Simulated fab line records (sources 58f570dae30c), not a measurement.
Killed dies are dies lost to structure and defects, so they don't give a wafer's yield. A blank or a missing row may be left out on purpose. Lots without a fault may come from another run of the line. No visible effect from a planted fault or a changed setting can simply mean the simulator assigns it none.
Chamber matching / flow berkeley_cmos170 / pecvd-02 running UCB170_V1_CVD_00: 3 sister chambers
The step deposits SiO2 from TEOS/O2, target thk 2000 nm, time 250 s. 6 wafers are shown with their chamber, then 7 later ones without.

## EACH WAFER AND ITS CHAMBER
wafer=L445.4; chamber=1; heater_power_w (W)=210
wafer=L448.1; chamber=0; heater_power_w (W)=131
wafer=L448.3; chamber=2; heater_power_w (W)=331
wafer=L448.6; chamber=0; heater_power_w (W)=170
wafer=L453.1; chamber=2; heater_power_w (W)=266
wafer=L453.3; chamber=1; heater_power_w (W)=281

## WAFERS MISSING THEIR CHAMBER
wafer=L453.6; heater_power_w (W)=206
wafer=L458.1; heater_power_w (W)=122
wafer=L458.2; heater_power_w (W)=163
wafer=L458.6; heater_power_w (W)=155
wafer=L461.1; heater_power_w (W)=108
wafer=L461.2; heater_power_w (W)=283
wafer=L461.6; heater_power_w (W)=158

## EACH ONE'S CHAMBER
wafer=L453.6; from the rows above=can't be placed: 1 or 0 or 2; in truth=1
wafer=L458.1; from the rows above=0; in truth=0
wafer=L458.2; from the rows above=can't be placed: 0 or 1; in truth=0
wafer=L458.6; from the rows above=0; in truth=0
wafer=L461.1; from the rows above=0; in truth=0
wafer=L461.2; from the rows above=can't be placed: 2 or 1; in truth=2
wafer=L461.6; from the rows above=can't be placed: 0 or 1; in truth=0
3 of 7 placed correctly. Can't be placed from these rows: 4 (the true chamber is among the candidates in 4). Wrongly placed: 0.
How it was worked out, from the rows above alone: a wafer's distance from a chamber is the root of the sum, over the readings, of the square of ((its reading less the chamber's mean) divided by the reading's scatter). The wafer belongs to the nearest chamber; if the next one is less than 2 further off, it can't be placed. For every chamber, the mean is computed from those of its wafers that are shown. The scatter is the square root of a quotient: the sum, over the shown wafers, of each reading's squared deviation from its chamber's mean, divided by wafers minus chambers.
